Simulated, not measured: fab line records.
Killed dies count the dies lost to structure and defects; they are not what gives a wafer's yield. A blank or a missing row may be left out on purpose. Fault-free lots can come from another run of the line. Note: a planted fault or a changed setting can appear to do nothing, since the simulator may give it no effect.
Which tool did it? || flow rit_cmos || 42 wafers from 14 lots sampled at 3 of the route's 202 steps

WHAT THE GAUGES READ, wafer by wafer
RIT_PSD_TW_MEAS_10.
{"lot": "L463", "measured": "day 3 07:31", "on": "film_metro-02", "PSD_TW": "3438 3446 3451"}
{"lot": "L465", "measured": "day 3 18:16", "on": "film_metro-01", "PSD_TW": "3451 3422 3441"}
{"lot": "L466", "measured": "day 3 22:00", "on": "film_metro-04", "PSD_TW": "3458 3476 3471"}
{"lot": "L468", "measured": "day 4 09:51", "on": "film_metro-04", "PSD_TW": "3472 3468 3465"}
{"lot": "L469", "measured": "day 4 16:34", "on": "film_metro-04", "PSD_TW": "3435 3448 3444"}
{"lot": "L470", "measured": "day 4 19:04", "on": "film_metro-02", "PSD_TW": "3447 3459 3447"}
{"lot": "L473", "measured": "day 5 14:20", "on": "film_metro-02", "PSD_TW": "3471 3462 3452"}
{"lot": "L474", "measured": "day 5 17:27", "on": "film_metro-04", "PSD_TW": "3487 3476 3466"}
{"lot": "L475", "measured": "day 5 19:37", "on": "film_metro-01", "PSD_TW": "3503 3491 3498"}
{"lot": "L476", "measured": "day 6 00:06", "on": "film_metro-02", "PSD_TW": "3522 3528 3544"}
{"lot": "L478", "measured": "day 6 13:07", "on": "film_metro-02", "PSD_TW": "3468 3453 3456"}
{"lot": "L480", "measured": "day 7 02:52", "on": "film_metro-04", "PSD_TW": "3424 3428 3435"}
{"lot": "L482", "measured": "day 8 02:54", "on": "film_metro-01", "PSD_TW": "3422 3441 3427"}
{"lot": "L485", "measured": "day 9 00:12", "on": "film_metro-02", "PSD_TW": "3442 3454 3443"}

RIT_SDANNEAL_RS_MEAS_04: uses a four-point probe to measure.
{"lot": "L463", "measured": "day 3 08:22", "on": "film_metro-04", "PSD_RS (ohm/sq)": "115.5 115.5 116.0"}
{"lot": "L465", "measured": "day 3 18:47", "on": "film_metro-04", "PSD_RS (ohm/sq)": "115.5 115.6 115.6"}
{"lot": "L466", "measured": "day 3 22:31", "on": "film_metro-04", "PSD_RS (ohm/sq)": "115.5 115.7 115.7"}
{"lot": "L468", "measured": "day 4 10:21", "on": "film_metro-02", "PSD_RS (ohm/sq)": "116.0 116.1 116.1"}
{"lot": "L469", "measured": "day 4 17:10", "on": "film_metro-02", "PSD_RS (ohm/sq)": "116.2 116.3 116.3"}
{"lot": "L470", "measured": "day 4 19:33", "on": "film_metro-02", "PSD_RS (ohm/sq)": "115.9 116.0 116.0"}
{"lot": "L473", "measured": "day 5 14:53", "on": "film_metro-01", "PSD_RS (ohm/sq)": "116.3 116.3 115.9"}
{"lot": "L474", "measured": "day 5 17:57", "on": "film_metro-01", "PSD_RS (ohm/sq)": "115.9 116.2 116.2"}
{"lot": "L475", "measured": "day 5 20:07", "on": "film_metro-02", "PSD_RS (ohm/sq)": "112.6 112.6 112.1"}
{"lot": "L476", "measured": "day 6 00:36", "on": "film_metro-01", "PSD_RS (ohm/sq)": "111.8 111.8 111.9"}
{"lot": "L478", "measured": "day 6 13:38", "on": "film_metro-04", "PSD_RS (ohm/sq)": "115.4 115.2 115.3"}
{"lot": "L480", "measured": "day 7 03:23", "on": "film_metro-01", "PSD_RS (ohm/sq)": "115.5 115.3 115.3"}
{"lot": "L482", "measured": "day 8 03:23", "on": "film_metro-01", "PSD_RS (ohm/sq)": "116.0 116.3 116.2"}
{"lot": "L485", "measured": "day 9 00:43", "on": "film_metro-01", "PSD_RS (ohm/sq)": "115.3 115.7 115.8"}

EACH LOT AND THE TOOL THAT RAN IT (in order: tool; ch and the chambers of the sampled wafers; start)
{"lot": "L463", "RIT_PSD_IMPLANT_08": "implanter-04 ch 0, day 3 07:12"}
{"lot": "L465", "RIT_PSD_IMPLANT_08": "implanter-04 ch 0, day 3 17:58"}
{"lot": "L466", "RIT_PSD_IMPLANT_08": "implanter-01 ch 0, day 3 21:40"}
{"lot": "L468", "RIT_PSD_IMPLANT_08": "implanter-01 ch 0, day 4 09:33"}
{"lot": "L469", "RIT_PSD_IMPLANT_08": "implanter-02 ch 0, day 4 16:15"}
{"lot": "L470", "RIT_PSD_IMPLANT_08": "implanter-01 ch 0, day 4 18:44"}
{"lot": "L473", "RIT_PSD_IMPLANT_08": "implanter-04 ch 0, day 5 14:01"}
{"lot": "L474", "RIT_PSD_IMPLANT_08": "implanter-04 ch 0, day 5 17:09"}
{"lot": "L475", "RIT_PSD_IMPLANT_08": "implanter-04 ch 0, day 5 19:20"}
{"lot": "L476", "RIT_PSD_IMPLANT_08": "implanter-04 ch 0, day 5 23:48"}
{"lot": "L478", "RIT_PSD_IMPLANT_08": "implanter-01 ch 0, day 6 12:50"}
{"lot": "L480", "RIT_PSD_IMPLANT_08": "implanter-02 ch 0, day 7 02:35"}
{"lot": "L482", "RIT_PSD_IMPLANT_08": "implanter-02 ch 0, day 8 02:35"}
{"lot": "L485", "RIT_PSD_IMPLANT_08": "implanter-02 ch 0, day 8 23:53"}
- RIT_PSD_IMPLANT_08

AS READ BY THE TOOLS THEMSELVES (means over the sampled wafers that have a number; for cases with no such wafer, the mark the record gives instead)
RIT_PSD_IMPLANT_08.
{"lot": "L463", "tool": "implanter-04", "beam_on_s (s)": 11.6, "end_station_pressure_torr (Torr)": 1.57e-05, "faraday_current_uA": 13246}
{"lot": "L465", "tool": "implanter-04", "beam_on_s (s)": 11.6, "end_station_pressure_torr (Torr)": 1.54e-05, "faraday_current_uA": 13213}
{"lot": "L466", "tool": "implanter-01", "beam_on_s (s)": 13.5, "end_station_pressure_torr (Torr)": 1.36e-05, "faraday_current_uA": 11446}
{"lot": "L468", "tool": "implanter-01", "beam_on_s (s)": 13.2, "end_station_pressure_torr (Torr)": 1.34e-05, "faraday_current_uA": 11641}
{"lot": "L469", "tool": "implanter-02", "beam_on_s (s)": 12.8, "end_station_pressure_torr (Torr)": 1.38e-05, "faraday_current_uA": 12032}
{"lot": "L470", "tool": "implanter-01", "beam_on_s (s)": 13.3, "end_station_pressure_torr (Torr)": 1.33e-05, "faraday_current_uA": 11572}
{"lot": "L473", "tool": "implanter-04", "beam_on_s (s)": 11.5, "end_station_pressure_torr (Torr)": 1.56e-05, "faraday_current_uA": 13262}
{"lot": "L474", "tool": "implanter-04", "beam_on_s (s)": 11.8, "end_station_pressure_torr (Torr)": 1.56e-05, "faraday_current_uA": 12885}
{"lot": "L475", "tool": "implanter-04", "beam_on_s (s)": 15.9, "end_station_pressure_torr (Torr)": 1.06e-04, "faraday_current_uA": 10133}
{"lot": "L476", "tool": "implanter-04", "beam_on_s (s)": 15.8, "end_station_pressure_torr (Torr)": 1.09e-04, "faraday_current_uA": 10168}
{"lot": "L478", "tool": "implanter-01", "beam_on_s (s)": 13.4, "end_station_pressure_torr (Torr)": 1.48e-05, "faraday_current_uA": 11453}
{"lot": "L480", "tool": "implanter-02", "beam_on_s (s)": 12.4, "end_station_pressure_torr (Torr)": 1.41e-05, "faraday_current_uA": 12365}
{"lot": "L482", "tool": "implanter-02", "beam_on_s (s)": 12.9, "end_station_pressure_torr (Torr)": 1.44e-05, "faraday_current_uA": 11951}
{"lot": "L485", "tool": "implanter-02", "beam_on_s (s)": 12.7, "end_station_pressure_torr (Torr)": 1.47e-05, "faraday_current_uA": 12070}

THE ANSWER, worked out from the rows above alone
Rule: the usual values come from the lots themselves. The widest of any qualifying gaps counts: lots, ordered by their means at a reading, are off when they make up no more than a third of the lots, leave a main group of 4 or more, and stand apart from it by 3 or more times the standard deviation of that group's means. Not used: any main group whose means are identical at the precision the tables above print for the reading. A lot without any number at a reading at which 4 lots or more have one is off too. The other lots that the step has rows for count as sound. The gauges are gone through in route order, then the tools' own readings, and for those a lot's mean is taken as printed above. The first step at which some lot is off is used, and at that step the reading that is off furthest; a lot without a number counts as furthest.
Off: at RIT_SDANNEAL_RS_MEAS_04 (PSD_RS), L475, L476. Main group: mean 115.8 ohm/sq, sd 0.32.
If a tool, at a process step before that reading, ran all the lots that are off and no sound lot after the first of them, it fits. Not tried: the gauges at RIT_SDANNEAL_RS_MEAS_04; whatever is off there is also off at RIT_PSD_IMPLANT_08, on other tools, and gauge error can't account for it. One fits: RIT_PSD_IMPLANT_08 on implanter-04. Its last sound lot is L474 (day 5 17:09), its first lot that is off L475 (day 5 19:20): a fault that began between those two fits.
On the lots that are off, the tool's own readings at RIT_PSD_IMPLANT_08 differ by more than 5 times the standard deviation of the sound lots' means, which bears it out; end_station_pressure_torr reads 1.08e-04 Torr there versus 1.45e-05 Torr on the sound lots.

WHAT THE SIMULATOR HAD INSERTED
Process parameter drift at RIT_PSD_IMPLANT_08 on implanter-04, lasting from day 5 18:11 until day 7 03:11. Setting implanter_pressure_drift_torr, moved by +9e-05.
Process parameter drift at RIT_PSD_IMPLANT_08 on implanter-04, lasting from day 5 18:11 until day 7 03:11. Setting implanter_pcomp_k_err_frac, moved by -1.
Lots struck among those shown: L475, L476. The rule above found the same.
